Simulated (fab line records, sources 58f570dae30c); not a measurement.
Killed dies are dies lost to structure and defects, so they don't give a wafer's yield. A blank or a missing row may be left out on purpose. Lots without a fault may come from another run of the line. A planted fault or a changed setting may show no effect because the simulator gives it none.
fab line records | flow berkeley_cmos170
record lots=14 wafers=42 last_day=11
route steps=331 shown M2@282
lots that met no fault: from a run of the same line without faults
start_h: hours from the record's first day to the start of the lot's first wafer shown | wait_h: hours since the lot's step before | " the same as in the row above | L1.1+2: a row that stands for several wafers | - no value, or no start given | * or withheld: withheld | < > ~ a bound
route shown NAME@n: a module of which the file shows steps, and the number in the route of the first | usual: mean/standard deviation of fault-free wafers | same: alike in all rows | chamber/n: place in a boat | sites: the reading at each site | _std_site: their standard deviation | _edge_site: outer sites' mean less inner sites' | radius_mm: how far each site lies from the wafer's centre | mask NAME#n: copy n | behind: the tool/chamber that last shaped the wafer | hold: why the lot was held/for how many hours/how that ended | device: the transistor (n, p or np) that didn't switch | end of line: the same wafers' tests at the end of the route | a step without rows: its recipe alone | killed: dies lost to structure and defects at the first sort, not the wafer's yield | map: a wafer's dies, x killed, . not, _ none there
set.NAME: the setting as run; set.NAME@STEP: as run at that earlier step | model.NAME: the simulator's own value behind a step, which no gauge read
steps of the route over a sample of lots; a table a step, a row a wafer
## steps
# step UCB170_M2_SOFTBAKE_11
# recipe resist=KrF temp_c=130 time_s=60
# usual exhaust_pa=45.0/0.83 heater_power_total_W=56.80/0.047 plate_temp_C=130.00/0.14
# columns lot.wafer tool chamber start_h wait_h exhaust_pa heater_power_total_W plate_temp_C
L298.1 litho_track-03 0 167 - 46.3 56.84 130.11
L298.3 " 0 " " 45.8 56.74 130.01
L298.4 " 0 " " 46.0 56.85 130.02
L300.1 litho_track-04 0 173 - 45.1 56.81 130.07
L300.3 " 0 " " 44.7 56.90 130.18
L300.5 " 0 " " 44.8 56.78 130.00
L299.1 litho_track-03 0 175 - 44.4 56.81 129.94
L299.3 " 0 " " 44.3 56.79 130.25
L299.4 " 0 " " 43.8 56.86 130.18
L301.2 litho_track-03 0 178 - 45.8 56.74 130.22
L301.4 " 0 " " 45.6 56.82 129.95
L301.5 " 0 " " 45.0 56.87 130.01
L303.1 litho_track-03 0 195 - 44.3 56.78 129.81
L303.5 " 0 " " 43.7 56.77 129.82
L303.6 " 0 " " 45.1 56.86 129.67
L302.1 litho_track-04 0 195 - 43.1 56.82 129.92
L302.3 " 0 " " 44.4 56.79 130.18
L302.6 " 0 " " 45.2 56.78 129.93
L305.2 litho_track-02 0 196 - 45.1 56.86 130.15
L305.4 " 0 " " 45.5 56.75 130.14
L305.5 " 0 " " 45.4 56.78 130.18
L311.2 litho_track-03 0 214 - 45.2 56.87 130.08
L311.3 " 0 " " 44.7 56.75 130.08
L311.6 " 0 " " 45.3 56.80 130.04
L308.1 litho_track-02 0 215 - 45.2 67.60 148.78
L308.2 " 0 " " 44.8 67.62 148.72
L308.3 " 0 " " 44.9 67.59 148.76
L312.2 litho_track-02 0 226 - 44.9 67.63 148.84
L312.5 " 0 " " 45.3 67.50 148.71
L312.6 " 0 " " 45.3 67.66 148.56
L314.1 litho_track-04 0 241 - 45.8 56.88 130.12
L314.3 " 0 " " 45.3 56.85 129.97
L314.6 " 0 242 - 45.4 56.75 129.88
L318.2 litho_track-03 0 253 - 46.5 56.79 130.06
L318.3 " 0 " " 46.2 56.84 129.98
L318.6 " 0 254 - 45.2 56.78 130.27
L317.1 litho_track-03 0 254 - 44.6 56.82 130.03
L317.5 " 0 " " 44.9 56.77 129.93
L317.6 " 0 " " 44.3 56.69 129.75
L321.2 litho_track-04 0 266 - 45.5 56.84 129.73
L321.5 " 0 " " 44.7 56.84 129.54
L321.6 " 0 267 - 43.8 56.84 129.77
# step UCB170_M2_CD_MEAS_15
# recipe target_cd_nm=700
# usual cd_nm=700.6/1.3
# columns lot.wafer tool chamber start_h wait_h cd_nm
L298.1 cd_sem-02 - 168.03 - 701.5
L298.3 " - " " 701.3
L298.4 " - " " 700.3
L300.1 cd_sem-01 - 174.22 - 700.9
L300.3 " - " " 701.4
L300.5 " - " " 701.2
L299.1 cd_sem-02 - 175.80 - 701.8
L299.3 " - " " 701.6
L299.4 " - " " 700.0
L301.2 cd_sem-02 - 179.10 - 702.7
L301.4 " - " " 701.7
L301.5 " - " " 701.3
L303.1 cd_sem-02 - 195.95 - 700.1
L303.5 " - " " 700.6
L303.6 " - " " 700.1
L302.1 cd_sem-01 - 196.23 - 699.6
L302.3 " - " " 699.5
L302.6 " - " " 698.5
L305.2 cd_sem-02 - 197.35 - 700.5
L305.4 " - " " 700.5
L305.5 " - " " 701.3
L311.2 cd_sem-01 - 215.86 - 700.9
L311.3 " - " " 699.3
L311.6 " - " " 700.5
L308.1 cd_sem-02 - 216.01 - 637.5
L308.2 " - " " 636.3
L308.3 " - " " 636.0
L312.2 cd_sem-01 - 227.36 - 643.0
L312.5 " - " " 642.8
L312.6 " - " " 643.1
L314.1 cd_sem-01 - 243.84 - 701.1
L314.3 " - " " 699.2
L314.6 " - " " 698.8
L318.2 cd_sem-02 - 254.82 - 699.3
L318.3 " - " " 700.7
L318.6 " - " " 700.8
L317.1 cd_sem-01 - 255.07 - 701.9
L317.5 " - " " 702.1
L317.6 " - " " 703.1
L321.2 cd_sem-02 - 267.58 - 701.8
L321.5 " - " " 702.0
L321.6 " - " " 702.3
# step UCB170_M2_CD_MEAS_90
# recipe target_cd_nm=700
# usual cd_nm=704/3.2
# columns lot.wafer tool chamber start_h wait_h cd_nm
L298.1 cd_sem-02 - 168.51 0.1 706
L298.3 " - " " 705
L298.4 " - " " 705
L300.1 cd_sem-01 - 174.71 0.1 702
L300.3 " - " " 704
L300.5 " - " " 706
L299.1 cd_sem-01 - 176.28 0.1 704
L299.3 " - " " 704
L299.4 " - " " 708
L301.2 cd_sem-02 - 179.70 0.2 704
L301.4 " - " " 704
L301.5 " - " " 701
L303.1 cd_sem-02 - 196.44 0.1 700
L303.5 " - " " 703
L303.6 " - " " 699
L302.1 cd_sem-01 - 196.71 0.1 702
L302.3 " - " " 705
L302.6 " - " " 700
L305.2 cd_sem-02 - 197.83 0.1 703
L305.4 " - " " 699
L305.5 " - " " 698
L311.2 cd_sem-01 - 216.37 0.1 704
L311.3 " - " " 699
L311.6 " - " " 705
L308.1 cd_sem-02 - 216.50 0.1 641
L308.2 " - " " 643
L308.3 " - " " 643
L312.2 cd_sem-01 - 227.85 0.1 647
L312.5 " - " " 653
L312.6 " - " " 646
L314.1 cd_sem-01 - 244.35 0.1 707
L314.3 " - " " 704
L314.6 " - " " 704
L318.2 cd_sem-02 - 255.31 0.1 702
L318.3 " - " " 704
L318.6 " - " " 706
L317.1 cd_sem-02 - 255.56 0.1 705
L317.5 " - " " 707
L317.6 " - " " 704
L321.2 cd_sem-02 - 268.06 0.1 701
L321.5 " - " " 703
L321.6 " - " " 705
## key
first_sign step=UCB170_M2_SOFTBAKE_11 reading=heater_power_total_W direction=up sigmas=99+ usual=56.80 struck=67.60
effect step=UCB170_M2_SOFTBAKE_11 reading=plate_temp_C direction=up sigmas=99+ usual=* struck=*
effect step=UCB170_M2_CD_MEAS_15 reading=cd_nm direction=down sigmas=47 usual=700.6 struck=639.8 through=control_loop
effect step=UCB170_M2_CD_MEAS_90 reading=cd_nm direction=down sigmas=18 usual=704 struck=645 through=control_loop
met_at UCB170_M2_SOFTBAKE_11
struck_lots L308,L312
loop_trim step=UCB170_M2_EXPOSE_12 setting=dose lots=L312
onset_between 196 215
fault kind=process_parameter_drift tool=litho_track-02 chamber=- onset_h=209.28 steps=UCB170_M2_SOFTBAKE_11 channel=temp_c offset=* shape=step end_h=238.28 acts_in=* stated=*
# loop_trim: a control loop set the setting to another value than it would have without faults
